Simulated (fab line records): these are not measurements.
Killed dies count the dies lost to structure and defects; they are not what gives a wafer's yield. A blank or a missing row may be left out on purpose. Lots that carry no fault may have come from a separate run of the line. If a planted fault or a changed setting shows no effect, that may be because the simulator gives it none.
A lot that was struck, set against a sound lot | flow berkeley-cmos170 | 14 steps out of a route of 331
Sound: these wafers, L493.1, L493.2, L493.6. Wafers struck: L496.1, L496.3, L496.4. Last of all comes the cause.
For every step that has rows: the tool of each side, followed by ch and its chambers, followed by its first start. Under that, the readings that differ: sound wafers | struck wafers | difference of the means | sigmas: that difference in standard deviations of wafers without a fault.
alike: readings whose means differ by less than 2 such deviations, and words and numbers that are the same on both sides. not compared: withheld readings, readings that some wafer has no value for, bounds like >300 that may hide the same value, and numbers for which the record gives no deviation and whose values overlap.
The two part at a step that has a row with sigmas, a row that says differs or no value, or rows on one side only. Numbers that have no deviation but don't overlap get no sigmas and don't part them. A reading missing from all wafers of one side parts the sides only when that side holds two or more wafers.

UCB170_M1_STRIP_13: strips in O2.
  sound on plasma-asher-03 ch 0,1, day 9 02:29; struck on plasma-asher-01 ch 0,1, day 9 22:25
  alike: drypump-motor-current-A, oes-product-au
  not compared: rf-hours-counter-h
UCB170_M1_CD_MEAS_90: the cd target is 700 nm.
  struck on cd-sem-01, day 9 22:41; sound on cd-sem-01, day 9 02:35
  alike: cd-nm
then, 1 step without rows for these wafers: UCB170_M1_ANNEAL_14 (time 1200 s).
UCB170_V1_CVD_00: deposits SiO2 from TEOS/O2, target thk 2000 nm, time 250 s.
  sound on pecvd-03 ch 1,2, day 9 04:02; struck on pecvd-01 ch 0,1,2, day 10 00:48
  alike: heater-power-w
UCB170_V1_THK_MEAS_01:
  struck on film-metro-03, day 10 00:58; sound on film-metro-01, day 9 04:12
  alike: V1_TEOS_THK
UCB170_V1_CMP_02: polishes SiO2.
  sound on cmp-01 ch 1,2,3, day 9 04:19; struck on cmp-02 ch 1,2,3, day 10 01:01
  alike: motor-current-A
UCB170_V1_BOW_MEAS_03:
  struck on film-metro-03, day 10 01:19; sound on film-metro-01, day 9 04:34
  alike: V1_BOW
UCB170_V1_THK_MEAS_04:
  struck on film-metro-03, day 10 01:26; sound on film-metro-01, day 9 04:41
  alike: V1_POLISHED_THK
then, 4 steps without rows for these wafers: UCB170_V1_CLEAN_05 (cleans in DIW); UCB170_V1_HMDS_06 (prime time 60 s); UCB170_V1_COAT_07 (resist thk 900 nm); UCB170_V1_SOFTBAKE_08 (time 60 s).
UCB170_V1_EXPOSE_09: exposes mask VIA1, target cd 700 nm.
  sound on krf-scanner-02 ch 0, day 9 05:30; struck on krf-scanner-02, day 10 02:07
  no value came back on the struck wafers for exposure-dose-mJ-cm2, focus-offset-nm (nm), sigma-outer; on the sound wafers exposure-dose-mJ-cm2 reads 36.94 36.90 36.95
  alike: mask
following that, these wafers have no rows for 1 step: UCB170_V1_PEB_10.

== WHERE THEY PART ==
Only at UCB170_V1_EXPOSE_09, as far as this record shows.

WHY: the cause the simulator had injected
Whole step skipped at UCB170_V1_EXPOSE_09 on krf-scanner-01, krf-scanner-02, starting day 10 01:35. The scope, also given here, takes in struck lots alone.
